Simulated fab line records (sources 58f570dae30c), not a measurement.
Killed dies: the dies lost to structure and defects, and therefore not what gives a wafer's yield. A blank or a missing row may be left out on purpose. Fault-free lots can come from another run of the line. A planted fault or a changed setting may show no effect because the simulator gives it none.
The tool behind it: which one?	flow berkeley cmos170	Sampling: 13 lots, 37 wafers, 6 of 331 route steps

## WHAT THE GAUGES READ, wafer by wafer
UCB170_SILICIDE_RS_MEAS_02: measures by four-point-probe.
lot	measured	on	SILICIDE_TI_RS (ohm/sq)
L519	day 6 23:17	film metro-02	26.1 26.3 26.3
L521	day 7 09:16	film metro-02	25.8 26.7 26.2
L523	day 8 01:47	film metro-01	26.2
L527	day 8 14:17	film metro-02	26.2 26.1 25.9
L529	day 9 04:41	film metro-02	26.8 26.6 27.0
L530	day 9 05:01	film metro-04	26.0 25.5 25.4
L532	day 9 11:56	film metro-02	26.3 26.9 26.6
L534	day 9 19:29	film metro-01	25.2 25.5 25.7
L536	day 10 04:22	film metro-04	25.9 26.1 26.0
L539	day 10 12:25	film metro-02	25.0 25.7 24.9
L535	day 10 12:56	film metro-01	26.3 26.6 26.2
L538	day 10 13:03	film metro-04	25.9 25.7 25.4
L541	day 10 20:32	film metro-04	25.9 26.5 25.7

UCB170_M1_RS_MEAS_01: measures by four-point-probe.
lot	measured	on	M1_AL_RS (ohm/sq)
L519	day 7 04:27	film metro-03	0.0493 0.0502 0.0489
L521	day 7 14:10	film metro-04	0.0488 0.0484 0.0487
L523	day 8 08:41	film metro-04	0.0554
L527	day 8 21:22	film metro-01	0.0487 0.0480 0.0486
L529	day 9 11:57	film metro-04	0.0487 0.0486 0.0486
L530	day 9 11:49	film metro-03	0.0487 0.0488 0.0490
L532	day 9 18:05	film metro-04	0.0488 0.0489 0.0487
L534	day 10 02:52	film metro-01	0.0488 0.0486 0.0487
L536	day 10 11:30	film metro-04	0.0481 0.0481 0.0478
L539	day 10 17:21	film metro-03	0.0477 0.0485 0.0481
L535	day 10 20:07	film metro-01	0.0487 0.0485 0.0489
L538	day 10 19:43	film metro-01	0.0483 0.0486 0.0485
L541	day 11 05:46	film metro-01	0.0480 0.0482 0.0480

UCB170_M1_THK_MEAS_02: measures by xrf.
lot	measured	on	M1_AL_THK (nm)
L519	day 7 04:34	film metro-03	599 589 605
L521	day 7 14:17	film metro-04	604 609 607
L523	day 8 08:46	film metro-04	541
L527	day 8 21:29	film metro-01	603 613 605
L529	day 9 12:03	film metro-04	611 609 611
L530	day 9 11:56	film metro-03	600 602 600
L532	day 9 18:12	film metro-04	616 611 614
L534	day 10 02:59	film metro-01	596 605 604
L536	day 10 11:36	film metro-04	615 614 618
L539	day 10 17:28	film metro-03	616 605 612
L535	day 10 20:14	film metro-01	608 605 603
L538	day 10 19:50	film metro-01	606 604 606
L541	day 11 05:53	film metro-01	612 613 615

UCB170_M1_CD_MEAS_09: target cd 700 nm.
lot	measured	on	cd nm (nm)
L519	day 7 06:05	cd sem-01	698.6 700.8 700.2
L521	day 7 15:19	cd sem-02	700.8 699.5 699.5
L523	day 8 10:41	cd sem-01	698.9
L527	day 8 22:50	cd sem-01	700.9 700.4 699.4
L529	day 9 13:14	cd sem-01	703.1 702.1 704.1
L530	day 9 12:58	cd sem-01	700.2 699.0 698.8
L532	day 9 19:34	cd sem-01	701.6 702.0 702.7
L534	day 10 04:41	cd sem-01	700.3 698.9 698.7
L536	day 10 12:50	cd sem-01	701.1 701.2 699.8
L539	day 10 18:41	cd sem-01	700.4 700.8 699.8
L535	day 10 21:16	cd sem-01	699.3 698.4 697.8
L538	day 10 20:52	cd sem-01	700.8 701.3 701.0
L541	day 11 08:14	cd sem-01	699.3 698.9 699.8

UCB170_M1_OVL_MEAS_10.
lot	measured	on	M1_OVL (nm)
L519	day 7 06:12	overlay-01	1 1 -2
L521	day 7 15:26	overlay-02	2 -1 -2
L523	day 8 10:45	overlay-02	3
L527	day 8 22:57	overlay-01	2 -2 0
L529	day 9 13:20	overlay-01	-1 -6 3
L530	day 9 13:05	overlay-02	-6 3 -4
L532	day 9 19:40	overlay-01	14 12 9
L534	day 10 04:48	overlay-02	-10 -3 -4
L536	day 10 12:55	overlay-01	2 -3 -1
L539	day 10 18:49	overlay-02	0 -8 -6
L535	day 10 21:22	overlay-01	7 5 8
L538	day 10 20:59	overlay-01	-13 -7 -8
L541	day 11 08:22	overlay-01	-3 2 3

## TOOL THAT RAN EACH LOT (tool first, then ch and the chambers of the sampled wafers, then the start)
lot	UCB170_M1_SPUTTER_00
L519	pvd sputter-01, day 7 04:22
L521	pvd sputter-01, day 7 14:06
L523	pvd sputter-01, day 8 08:34
L527	pvd sputter-03, day 8 21:17
L529	pvd sputter-03, day 9 11:51
L530	pvd sputter-02, day 9 11:45
L532	pvd sputter-02, day 9 18:01
L534	pvd sputter-02, day 10 02:47
L536	pvd sputter-02, day 10 11:24
L539	pvd sputter-02, day 10 17:17
L535	pvd sputter-02, day 10 20:00
L538	pvd sputter-03, day 10 19:39
L541	pvd sputter-03, day 11 05:43
- UCB170_M1_SPUTTER_00: material Al, target thk 600 nm, time 80 s.

## WHAT THE TOOLS THEMSELVES READ (means of the sampled wafers that have a number; where no wafer has one, the mark that the record gives instead)
UCB170_M1_SPUTTER_00.
lot	tool	throttle valve pct (%)
L519	pvd sputter-01	30.3
L521	pvd sputter-01	30.9
L523	pvd sputter-01	30.0
L527	pvd sputter-03	29.3
L529	pvd sputter-03	29.8
L530	pvd sputter-02	30.7
L532	pvd sputter-02	30.3
L534	pvd sputter-02	30.1
L536	pvd sputter-02	30.8
L539	pvd sputter-02	30.6
L535	pvd sputter-02	30.5
L538	pvd sputter-03	28.9
L541	pvd sputter-03	28.8

## THE ANSWER, worked out from the rows above alone
Rule: the usual values come from the lots themselves. The widest of any qualifying gaps counts: lots, ordered by their means at a reading, are off when they make up no more than a third of the lots, leave a main group of 4 or more, and stand apart from it by 3 or more times the standard deviation of that group's means. A main group is skipped when, at the precision printed for the reading in the tables above, its means are all equal. Also off: a lot with no number at a reading for which 4 or more lots have one. Where the step has rows for the other lots, those lots are counted as sound. After the gauges, taken in route order, come the tools' own readings; for these a lot's mean is taken, as printed above. The first step at which some lot is off is used, and at that step the reading that is off furthest; a lot without a number counts as furthest.
Off: L523, at UCB170_M1_RS_MEAS_01 (M1_AL_RS). For the main group the mean is 0.0486 ohm/sq and the standard deviation 0.00039.
If a tool, at a process step before that reading, ran all the lots that are off and no sound lot after the first of them, it fits. Gauges at UCB170_M1_RS_MEAS_01: tried the same way as those tools. One fits: UCB170_M1_SPUTTER_00 on pvd sputter-01. A fault onset in the window from L521 (day 7 14:06, its last sound lot) to L523 (day 8 08:34, its first lot off) fits.

## WHAT THE SIMULATOR HAD INSERTED
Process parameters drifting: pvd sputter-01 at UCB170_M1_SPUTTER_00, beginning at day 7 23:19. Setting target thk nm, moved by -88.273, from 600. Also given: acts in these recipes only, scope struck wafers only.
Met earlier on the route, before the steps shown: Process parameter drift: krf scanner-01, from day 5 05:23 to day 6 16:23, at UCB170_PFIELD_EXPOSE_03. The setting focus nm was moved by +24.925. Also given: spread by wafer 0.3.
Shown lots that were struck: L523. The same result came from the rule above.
